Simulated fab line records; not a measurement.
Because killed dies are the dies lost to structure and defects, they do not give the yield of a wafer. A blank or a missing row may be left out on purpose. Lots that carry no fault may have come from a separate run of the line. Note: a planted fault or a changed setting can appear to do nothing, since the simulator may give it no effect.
fab line records	flow rit_cmos
[record] lots = 6	wafers = 18	last_day = 6
route steps=202 shown FOX2@24 NWELL@28 PWELL@39 M1@202
lots with no fault: from the same line, run without faults
start_h: the number of hours between the record's first day and the start of the first shown wafer of the lot	wait_h: hours since the lot's step before	" as in the row above	L1.1+2: several wafers, shown together as one row	- no value, or no start given	* or withheld: withheld	< > ~ a bound
route shown NAME@n: NAME is a module with steps in the file, n the number in the route of the first one	usual: mean/standard deviation of fault-free wafers	same: alike in all rows	chamber/n: place in a boat	sites: per-site readings	_std_site: standard deviation across them	_edge_site: inner sites' mean taken away from outer sites' mean	radius_mm: for every site, how far away it sits from the centre of the wafer	mask NAME#n: copy n	behind: the last tool/chamber to shape the wafer	hold: the reason the lot was held/the length of the hold in hours/how it ended	device: which transistor (n, p or np) failed to switch	end of line: the tests these same wafers got at the end of their route	a step given without rows: its recipe and nothing more	killed: the dies lost at the first sort to structure and to defects; this is not the yield of the wafer	map: per-die view of a wafer (x killed, . not killed, _ where there is no die)
set.NAME: setting as actually run; set.NAME@STEP: the setting as run at that earlier step	model.NAME: the simulator's own value behind a step, which no gauge read
lots at selected steps of the route; one table per step, one row per wafer
services: a tool's chamber out of use, with start hour (start_h, from the record's first day; less than 0 if before it), hours out, and reason
[[steps]]
[step RIT_FOX2_THK_MEAS_01]
[recipe] reads = SiO2_of_FOX2_OXIDATION_00
[usual] FOX2_OXIDE_THK = 349/4.9
lot.wafer	tool	chamber	start_h	wait_h	FOX2_OXIDE_THK[nm]
L915.2	film_metro-02	-	28.35	0.0	346
L915.3	"	-	"	"	347
L915.5	"	-	"	"	350
L924.1	film_metro-01	-	74.76	0.0	348
L924.3	"	-	"	"	347
L924.5	"	-	"	"	349
L928.1	film_metro-03	-	93.47	0.0	356
L928.2	"	-	"	"	349
L928.5	"	-	"	"	350
L929.4	film_metro-01	-	98.88	0.0	354
L929.5	"	-	"	"	351
L929.6	"	-	"	"	350
L930.1	film_metro-02	-	105.88	0.0	350
L930.3	"	-	"	"	352
L930.5	"	-	"	"	351
L932.1	film_metro-03	-	113.31	0.0	345
L932.2	"	-	"	"	347
L932.3	"	-	"	"	349
[step RIT_FOX2_CLEAN_02]
[recipe] chemistry = dHF	dilution = 50:1	time_s = 180
[step RIT_FOX2_WET_ETCH_03]
[recipe] chemistry = H3PO4	target = Si3N4	target_depth_nm = 195	temp_c = 165	time_s = 2700
[step RIT_FOX2_THK_MEAS_90]
[recipe] reads = SiO2_of_FOX2_OXIDATION_00
[usual] FIELD_OXIDE_LEFT_1_THK = 321/4.9
lot.wafer	tool	chamber	start_h	wait_h	FIELD_OXIDE_LEFT_1_THK[nm]
L915.2	film_metro-03	-	29.22	0.0	319
L915.3	"	-	"	"	320
L915.5	"	-	"	"	322
L924.1	film_metro-03	-	75.63	0.0	321
L924.3	"	-	"	"	321
L924.5	"	-	"	"	322
L928.1	film_metro-03	-	94.35	0.0	327
L928.2	"	-	"	"	321
L928.5	"	-	"	"	322
L929.4	film_metro-01	-	99.82	0.0	326
L929.5	"	-	"	"	324
L929.6	"	-	"	"	322
L930.1	film_metro-03	-	106.75	0.0	323
L930.3	"	-	"	"	325
L930.5	"	-	"	"	324
L932.1	film_metro-03	-	114.19	0.0	318
L932.2	"	-	"	"	319
L932.3	"	-	"	"	322
[step RIT_NWELL_HMDS_00]
[recipe] prime_time_s = 60	prime_temp_c = 140
[step RIT_NWELL_COAT_01]
[recipe] resist = NOVOLAK	spin_rpm = 2000	resist_thk_nm = 1300
[step RIT_NWELL_SOFTBAKE_02]
[recipe] resist = NOVOLAK	temp_c = 90	time_s = 60
[step RIT_NWELL_EXPOSE_03]
[recipe] mask_id = M2	na = 0.57	target_cd_nm = 43900	dose_mj = 250
[step RIT_NWELL_PEB_04]
[recipe] resist = NOVOLAK	temp_c = withheld	time_s = withheld
[step RIT_NWELL_DEVELOP_05]
[recipe] resist = NOVOLAK	develop_time_s = 68	dev_temp_c = 23
[step RIT_NWELL_OVL_MEAS_06]
[usual] NWELL_OVL = 0.1/1.3
lot.wafer	tool	chamber	start_h	wait_h	NWELL_OVL[nm]
L915.2	overlay-01	-	30.29	-	0.1
L915.3	"	-	"	"	-1.4
L915.5	"	-	"	"	-2.1
L924.1	overlay-01	-	76.63	-	-0.2
L924.3	"	-	"	"	0.7
L924.5	"	-	"	"	-0.7
L928.1	overlay-02	-	95.42	-	-1.0
L928.2	"	-	"	"	-1.4
L928.5	"	-	"	"	0.4
L929.4	overlay-01	-	100.88	-	-1.4
L929.5	"	-	"	"	-1.7
L929.6	"	-	"	"	-1.0
L930.1	overlay-02	-	107.69	-	-0.6
L930.3	"	-	"	"	-0.5
L930.5	"	-	"	"	-0.5
L932.1	overlay-01	-	115.25	-	2.0
L932.2	"	-	"	"	1.0
L932.3	"	-	"	"	1.4
[step RIT_NWELL_HARDBAKE_07]
[recipe] resist = NOVOLAK	temp_c = 140	time_s = 120
[step RIT_NWELL_IMPLANT_08]
[recipe] species = P	energy_kev = 170	dose_cm2 = 5e+13	tilt_deg = 7
[usual] beam_energy_keV = 170.00/0.053	beam_on_s = 10.01/0.2
lot.wafer	tool	chamber	start_h	wait_h	beam_energy_keV	beam_on_s	model.implant.rp_nm	model.implant.drp_nm
L915.2	implanter-02	0	30.59	0.2	170.03	9.72	212.9	68.82
L915.3	"	0	"	"	170.03	9.48	212.9	68.82
L915.5	"	0	"	"	169.96	9.94	212.9	68.82
L924.1	implanter-04	0	76.91	0.2	170.05	9.76	211.4	68.82
L924.3	"	0	"	"	170.01	10.09	211.4	68.82
L924.5	"	0	"	"	170.05	10.10	211.4	68.82
L928.1	implanter-01	0	95.70	0.2	170.05	9.97	209.6	68.82
L928.2	"	0	"	"	169.97	9.97	209.6	68.82
L928.5	"	0	"	"	170.02	10.00	209.6	68.82
L929.4	implanter-01	0	101.33	0.3	139.46	10.19	167.7	59.23
L929.5	"	0	"	"	139.43	9.93	167.7	59.23
L929.6	"	0	"	"	139.47	10.01	167.7	59.23
L930.1	implanter-02	0	107.98	0.2	169.97	9.82	218.9	68.82
L930.3	"	0	"	"	169.98	9.86	218.9	68.82
L930.5	"	0	"	"	169.95	10.16	218.9	68.82
L932.1	implanter-01	0	115.54	0.2	139.35	9.80	175.4	59.23
L932.2	"	0	"	"	139.38	10.02	175.4	59.23
L932.3	"	0	"	"	139.45	10.35	175.4	59.23
[step RIT_NWELL_STRIP_09]
[recipe] chemistry = O2	time_s = 180	resist = NOVOLAK	platen_temp_c = withheld	power_w = 500	pressure_mtorr = 4000	o2_flow_sccm = 4000
[usual] chamber_pressure_mTorr = 4000/3.6	drypump_motor_current_A = 5.7/0.37	o2_flow_sccm = 3999/11
lot.wafer	tool	chamber	start_h	wait_h	chamber_pressure_mTorr	drypump_motor_current_A	o2_flow_sccm	rf_hours_counter_h
L915.2	plasma_asher-01	1	30.72	0.1	3996	6.3	4013	40
L915.3	"	0	"	"	3998	5.6	3988	-
L915.5	"	1	"	"	4007	6.3	4000	-
L924.1	plasma_asher-02	0	77.06	0.1	3998	5.1	4001	31
L924.3	"	1	"	"	4002	6.0	3997	-
L924.5	"	0	"	"	4001	5.1	3987	-
L928.1	plasma_asher-02	1	95.85	0.1	4003	5.9	4006	33
L928.2	"	0	"	"	3994	5.1	4027	33
L928.5	"	1	"	"	4000	5.9	4004	-
L929.4	plasma_asher-01	1	101.47	0.1	3993	6.3	4006	-
L929.5	"	1	"	"	4002	6.3	4003	-
L929.6	"	0	"	"	3998	5.5	3996	-
L930.1	plasma_asher-03	1	108.13	0.1	4001	5.4	3999	41
L930.3	"	1	"	"	3996	5.4	3985	-
L930.5	"	1	"	"	3999	5.4	3983	-
L932.1	plasma_asher-01	1	115.69	0.1	4002	6.3	4009	50
L932.2	"	0	"	"	4008	5.5	3988	50
L932.3	"	1	"	"	3998	6.3	4006	-
[step RIT_NWELL_TW_MEAS_10]
[usual] NWELL_TW = 2132/22
lot.wafer	tool	chamber	start_h	wait_h	NWELL_TW
L915.2	film_metro-04	-	30.90	0.1	2165
L915.3	"	-	"	"	2170
L915.5	"	-	"	"	2159
L924.1	film_metro-02	-	77.24	0.1	2117
L924.3	"	-	"	"	2116
L924.5	"	-	"	"	2115
L928.1	film_metro-04	-	96.03	0.1	2160
L928.2	"	-	"	"	2164
L928.5	"	-	"	"	2167
L929.4	film_metro-02	-	101.61	0.1	2045
L929.5	"	-	"	"	2041
L929.6	"	-	"	"	2049
L930.1	film_metro-04	-	108.30	0.1	2158
L930.3	"	-	"	"	2147
L930.5	"	-	"	"	2153
L932.1	film_metro-04	-	115.86	0.1	2078
L932.2	"	-	"	"	2080
L932.3	"	-	"	"	2087
[step RIT_PWELL_HMDS_00]
[recipe] prime_time_s = 60	prime_temp_c = 140
[step RIT_M1_PROBE_99]
[usual] killed_at_contacts = 0.1/0.27	killed_at_front_end = 7/3.1	killed_dies = 7/3.1	killed_open = 3.6/2.3	killed_short = 3.2/2
[same] gross_dies = 264	killed_at_M0_to_M3 = 0	killed_at_M4_up = 0	killed_at_back_side = 0	killed_at_other = 0
lot.wafer	tool	chamber	start_h	wait_h	killed_at_contacts	killed_at_front_end	killed_dies	killed_open	killed_short	model.etest.nwell_pinched.rs_ohm_sq	model.etest.well_edge_left.line_ohm_um	model.etest.well_edge_right.line_ohm_um	model.etest.field_p_metal.vt_v	model.etest.field_p.vt_v	model.etest.iso_nwell_nwell.bv_v	model.etest.iso_nwell_nwell.lateral_log10_a_um	model.etest.pmos_narrow.vt_less_v
L915.2	prober-02	-	67.73	0.1	0	9	9	5	4	338.4	181.9	181.3	-29.03	-12.5	22.25	-7.463	0.01966
L915.3	prober-02	-	67.78	0.2	0	10	10	5	5	339.9	181.7	182.2	-29.12	-12.53	22.62	-7.361	0.01935
L915.5	prober-02	-	67.88	0.2	0	7	7	4	3	341.6	180.7	181.8	-28.83	-12.49	22.37	-7.392	0.02416
L924.1	prober-02	-	113.41	0.1	0	3	3	0	3	330.6	181.7	181.5	-29.14	-12.48	21.86	-7.337	0.02561
L924.3	prober-02	-	113.51	0.2	0	8	8	4	3	339.5	182.8	185.3	-28.53	-12.43	22.46	-7.322	0.02199
L924.5	prober-02	-	113.61	0.2	0	8	8	5	3	335.7	183	181.6	-29.17	-12.51	22.07	-7.417	0.02199
L928.1	prober-02	-	131.35	0.1	0	5	5	4	1	337.9	183.7	184.2	-28.2	-12.39	22.21	-7.324	0.02656
L928.2	prober-02	-	131.40	0.1	0	6	6	2	4	341.7	181	181.2	-28.09	-12.36	21.57	-7.318	0.02576
L928.5	prober-02	-	131.55	0.2	1	4	5	2	3	341.5	182.5	181.9	-28.46	-12.31	21.43	-7.157	0.02264
L929.4	prober-01	-	138.29	0.2	0	8	8	2	6	344.7	187.9	187.5	-25.78	-11.22	22.77	-7.508	0.02748
L929.5	prober-01	-	138.34	0.2	0	10	10	5	5	348.8	187.2	186.8	-25.76	-11.13	22.52	-7.376	0.02794
L929.6	prober-01	-	138.39	0.2	0	4	4	2	2	352.6	186.8	185.4	-25.72	-11.05	22.78	-7.565	0.02761
L930.1	prober-02	-	144.47	0.1	0	7	7	4	3	336	181	182.6	-29.85	-12.9	22.14	-7.349	0.02028
L930.3	prober-02	-	144.57	0.2	0	9	9	5	4	330.3	182.7	182.6	-30.23	-12.9	22.11	-7.371	0.01741
L930.5	prober-02	-	144.67	0.2	0	6	6	4	2	339.1	184.4	180.2	-29.97	-12.88	22.24	-7.36	0.02391
L932.1	prober-02	-	151.41	0.1	0	5	5	2	3	350.5	184.4	186.7	-25	-10.9	22.58	-7.345	0.03115
L932.2	prober-02	-	151.46	0.1	0	7	7	2	5	347.5	188.2	188.7	-25.37	-10.95	22.62	-7.394	0.02809
L932.3	prober-02	-	151.51	0.2	0	7	7	3	4	342.8	187.8	187.6	-25.47	-11.06	22.67	-7.355	0.02753
// killed by level:class
L915.2 GATE:geometric_particle:open=3 GATE:geometric_particle:short=3 FOX1:geometric_particle:short=1 FOX2:geometric_particle:open=1 REOX:geometric_particle:open=1
L915.3 GATE:geometric_particle:short=3 FOX1:geometric_particle:short=2 GATE:geometric_particle:open=2 REOX:geometric_particle:open=1 SPACER:geometric_particle:open=1 SILICIDE:geometric_particle:open=1
L915.5 GATE:geometric_particle:short=2 SPACER:geometric_particle:open=2 GATE:geometric_particle:open=1 REOX:geometric_particle:open=1 SPACER:geometric_particle:short=1
L924.1 GATE:geometric_particle:short=2 REOX:geometric_particle:short=1
L924.3 GATE:geometric_particle:short=2 GATE:geometric_particle:open=2 FOX1:geometric_particle:open=1 FOX2:geometric_particle:open=1 SILICIDE:geometric_particle:short=1 PRETRO:coat_microbubble_printed=1
L924.5 GATE:geometric_particle:open=3 SILICIDE:geometric_particle:short=3 SILICIDE:geometric_particle:open=2
L928.1 SILICIDE:geometric_particle:open=2 FOX1:geometric_particle:short=1 FOX1:geometric_particle:open=1 REOX:geometric_particle:open=1
L928.2 FOX1:geometric_particle:short=3 FOX2:geometric_particle:short=1 FOX2:geometric_particle:open=1 GATE:geometric_particle:open=1
L928.5 GATE:geometric_particle:short=2 GATE:geometric_particle:open=1 SPACER:geometric_particle:short=1 CONTACT:geometric_particle:open=1
L929.4 REOX:geometric_particle:short=2 FOX1:geometric_particle:short=1 FOX2:geometric_particle:open=1 FOX2:geometric_particle:short=1 GATE:geometric_particle:open=1 GATE:geometric_particle:short=1 SILICIDE:geometric_particle:short=1
L929.5 REOX:geometric_particle:short=3 FOX1:geometric_particle:open=1 FOX2:geometric_particle:short=1 FOX2:geometric_particle:open=1 GATE:geometric_particle:open=1 REOX:geometric_particle:open=1 SILICIDE:geometric_particle:short=1 SILICIDE:geometric_particle:open=1
L929.6 FOX1:geometric_particle:short=1 FOX2:geometric_particle:open=1 GATE:geometric_particle:open=1 REOX:geometric_particle:short=1
L930.1 GATE:geometric_particle:open=2 FOX1:geometric_particle:short=1 FOX2:geometric_particle:open=1 GATE:geometric_particle:short=1 REOX:geometric_particle:short=1 SPACER:geometric_particle:open=1
L930.3 GATE:geometric_particle:short=3 GATE:geometric_particle:open=3 FOX2:geometric_particle:short=1 REOX:geometric_particle:open=1 SPACER:geometric_particle:open=1
L930.5 SILICIDE:geometric_particle:open=3 GATE:geometric_particle:open=1 REOX:geometric_particle:short=1 SPACER:geometric_particle:short=1
L932.1 GATE:geometric_particle:short=2 SILICIDE:geometric_particle:open=2 FOX1:geometric_particle:short=1
L932.2 GATE:geometric_particle:short=2 GATE:geometric_particle:open=2 FOX2:geometric_particle:short=1 REOX:geometric_particle:short=1 SPACER:geometric_particle:short=1
L932.3 GATE:geometric_particle:short=2 FOX2:geometric_particle:short=1 FOX2:geometric_particle:open=1 GATE:geometric_particle:open=1 SILICIDE:geometric_particle:open=1 SILICIDE:geometric_particle:short=1
[[services]]
tool	chamber	start_h	hours	kind
implanter-02	-	8.92	3.2	pm
implanter-02	-	37.09	1.7	repair
implanter-02	-	68.94	6.0	repair
implanter-02	-	99.61	3.7	pm
implanter-04	-	100.21	2.7	pm
plasma_asher-03	-	108.75	9.0	pm
plasma_asher-03	0	108.75	9.0	vent_cycle
plasma_asher-03	1	108.75	9.0	vent_cycle
[[key]]
[first_sign] step = RIT_NWELL_IMPLANT_08	reading = beam_energy_keV	direction = down	sigmas = 99+	usual = 170.00	struck = 139.42
[effect] step = RIT_NWELL_TW_MEAS_10	reading = NWELL_TW	direction = down	sigmas = 3.1	usual = 2132	struck = 2063
[model_effect] step = RIT_NWELL_IMPLANT_08	value = implant.rp_nm	without = 210.8	struck = 171.6
[model_effect] step = RIT_M1_PROBE_99	value = etest.nwell_pinched.rs_ohm_sq	without = 339.5	struck = 347.8
met_at RIT_NWELL_IMPLANT_08
struck_wafers L929.4,L929.5,L929.6,L932.1,L932.2,L932.3
tester_left_out L929,L932
onset_between 95.70 101.33
[fault] kind = process_parameter_drift	tool = implanter-01	chamber = -	onset_h = 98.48	steps = RIT_NWELL_IMPLANT_08	channel = energy_kev	offset = -30.6	shape = step	end_h = 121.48	acts_in = these_recipes_only	stated = 170
// tester_left_out: of these lots the tester's yield and bins aren't shown, on N5 and GAA mostly nor the transistor test; their killed dies are dies lost to structure and defects alone, not to doping, threshold or leakage, so they don't give the yield
